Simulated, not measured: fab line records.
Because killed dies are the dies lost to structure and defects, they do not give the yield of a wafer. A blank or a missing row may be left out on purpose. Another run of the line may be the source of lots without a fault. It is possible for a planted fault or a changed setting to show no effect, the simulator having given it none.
Which tool was responsible? -- flow berkeleyCmos170 -- 42 wafers from 14 lots sampled at 4 of the route's 331 steps

## WHAT THE GAUGES READ, wafer by wafer
UCB170_V1_OVL_MEAS_13. Usual: V1_OVL typically reads 1 nm, with standard deviation 4.7.
lot,measured,on,V1_OVL (nm),flag
L483,day 8 20:40,overlay-02,11 1 7,
L484,day 9 08:39,overlay-01,-6 -3 3,
L486,day 9 05:14,overlay-02,4 9 3,
L485,day 9 08:49,overlay-02,6 3 -2,
L488,day 10 00:22,overlay-01,2 -3 -2,
L489,day 9 22:17,overlay-01,-6 2 -3,
L491,day 10 07:25,overlay-02,-3 -1 2,
L492,day 10 23:11,overlay-02,4 6 0,
L496,day 11 10:22,overlay-02,-1 1 -1,
L497,day 12 01:05,overlay-01,1 8 6,
L500,day 12 11:52,overlay-01,6 2 4,
L501,day 12 16:16,overlay-02,-1 -7 -2,
L502,day 13 05:24,overlay-02,4 7 12,
L505,day 13 22:16,overlay-01,-3 -2 -3,

UCB170_M2_THK_MEAS_03: measures by xrf. Usual: M2_AL_THK typically reads 894 nm, with standard deviation 12.
lot,measured,on,M2_AL_THK (nm),flag
L483,day 8 21:22,filmMetro-01,898 902 917,
L484,day 9 09:22,filmMetro-01,881 901 891,
L486,day 9 05:56,filmMetro-01,889 891 870,
L485,day 9 09:35,filmMetro-04,908 902 907,
L488,day 10 01:05,filmMetro-04,897 887 894,
L489,day 9 22:59,filmMetro-02,888 884 896,
L491,day 10 08:08,filmMetro-01,883 896 880,
L492,day 10 23:53,filmMetro-04,904 894 896,
L496,day 11 11:05,filmMetro-01,896 907 903,
L497,day 12 01:47,filmMetro-01,905 906 922,
L500,day 12 12:34,filmMetro-01,901 908 898,
L501,day 12 16:58,filmMetro-04,889 897 895,
L502,day 13 06:07,filmMetro-02,896 898 879,
L505,day 13 22:58,filmMetro-01,908 898 885,

## EACH LOT AND THE TOOL THAT RAN IT (in order: tool; ch and the chambers of the sampled wafers; start)
lot,UCB170_GATE_STRIP_16,UCB170_V1_ETCH_14
L483,"plasmaAsher-03 ch 0,1, day 7 15:23","rieDiel-03 ch 2,3, day 8 20:41"
L484,"plasmaAsher-01 ch 0,1, day 8 02:21","rieDiel-03 ch 1,3, day 9 08:40"
L486,"plasmaAsher-02 ch 0,1, day 8 02:34","rieDiel-04 ch 1,3, day 9 05:16"
L485,"plasmaAsher-03 ch 0,1, day 8 02:41","rieDiel-04 ch 0,3, day 9 08:51"
L488,"plasmaAsher-02 ch 0,1, day 8 17:10","rieDiel-04 ch 0,2,3, day 10 00:29"
L489,"plasmaAsher-01 ch 0,1, day 8 17:12","rieDiel-03 ch 0,2,3, day 9 22:20"
L491,"plasmaAsher-01 ch 0,1, day 9 01:04","rieDiel-04 ch 0,1,2, day 10 07:28"
L492,"plasmaAsher-01 ch 0,1, day 9 18:21","rieDiel-02 ch 2,3, day 10 23:13"
L496,"plasmaAsher-02 ch 0,1, day 10 03:26","rieDiel-03 ch 0,1,2, day 11 10:24"
L497,"plasmaAsher-02 ch 0,1, day 10 17:07","rieDiel-03 ch 0,1,2, day 12 01:07"
L500,"plasmaAsher-02 ch 0, day 11 03:13","rieDiel-03 ch 1,3, day 12 11:53"
L501,"plasmaAsher-02 ch 0,1, day 11 13:40","rieDiel-02 ch 1,3, day 12 16:18"
L502,"plasmaAsher-02 ch 0,1, day 11 21:02","rieDiel-02 ch 0,2,3, day 13 05:26"
L505,"plasmaAsher-03 ch 0,1, day 12 13:42","rieDiel-02 ch 1,2,3, day 13 22:18"
- UCB170_GATE_STRIP_16: strips in O2.
- UCB170_V1_ETCH_14: etches SiO2 in CHF3/CF4/Ar, stops on Al, target depth 1250 nm, time 291 s.

## WHAT THE TOOLS THEMSELVES READ (means of the sampled wafers that have a number; where no wafer has one, the mark that the record gives instead)
UCB170_GATE_STRIP_16. Usual: drypumpMotorCurrentA 5.5 A, standard deviation 0.33; oesProductAu 0.724 a.u., standard deviation 0.0044.
lot,tool,drypumpMotorCurrentA (A),oesProductAu (a.u.),flag
L483,plasmaAsher-03,5.4,0.724,
L484,plasmaAsher-01,5.5,0.723,
L486,plasmaAsher-02,5.5,0.722,
L485,plasmaAsher-03,5.6,0.725,
L488,plasmaAsher-02,5.5,0.724,
L489,plasmaAsher-01,5.3,0.720,
L491,plasmaAsher-01,5.5,0.725,
L492,plasmaAsher-01,5.6,0.725,
L496,plasmaAsher-02,5.5,0.720,
L497,plasmaAsher-02,5.5,0.722,
L500,plasmaAsher-02,5.8,0.721,
L501,plasmaAsher-02,5.7,0.727,
L502,plasmaAsher-02,5.7,0.719,
L505,plasmaAsher-03,5.6,0.722,

UCB170_V1_ETCH_14. Usual: CHF3_flow_sccm 44.98 sccm, standard deviation 0.13; drypumpMotorCurrentA 5.7 A, standard deviation 0.35; oesProductAu 0.874 a.u., standard deviation 0.015; throttleValvePct 6.92 %, standard deviation 0.13.
lot,tool,CHF3_flow_sccm (sccm),drypumpMotorCurrentA (A),oesProductAu (a.u.),throttleValvePct (%),flag
L483,rieDiel-03,44.92,5.8,0.873,6.93,
L484,rieDiel-03,45.08,5.9,0.885,7.02,
L486,rieDiel-04,44.85,5.4,0.873,6.86,
L485,rieDiel-04,45.02,5.4,0.882,7.05,
L488,rieDiel-04,44.82,5.7,0.875,6.99,
L489,rieDiel-03,45.03,5.7,0.866,6.88,
L491,rieDiel-04,45.00,5.8,0.876,6.88,
L492,rieDiel-02,44.88,6.1,0.877,6.97,
L496,rieDiel-03,44.88,5.6,0.862,6.90,
L497,rieDiel-03,44.97,5.6,0.868,6.90,
L500,rieDiel-03,45.00,5.8,0.883,7.05,
L501,rieDiel-02,44.94,5.8,0.886,6.86,
L502,rieDiel-02,45.04,5.8,0.872,6.93,
L505,rieDiel-02,44.79,5.9,0.881,6.95,

## THE ANSWER, worked out from the rows above alone
Rule: a lot counts as off when the mean over its wafers that have a number is more than 3 standard deviations away from the usual mean. Also off: a lot with no number at a reading for which 4 or more lots have one. Where the step has rows for the other lots, those lots are counted as sound. After the gauges, taken in route order, come the tools' own readings; for these a lot's mean is taken, as printed above. At the first step where some lot is off, the reading lying furthest off is the one used; lots without a number count as furthest.
None of the lots is off at any reading shown; this tells nothing.

## WHAT THE SIMULATOR PUT IN
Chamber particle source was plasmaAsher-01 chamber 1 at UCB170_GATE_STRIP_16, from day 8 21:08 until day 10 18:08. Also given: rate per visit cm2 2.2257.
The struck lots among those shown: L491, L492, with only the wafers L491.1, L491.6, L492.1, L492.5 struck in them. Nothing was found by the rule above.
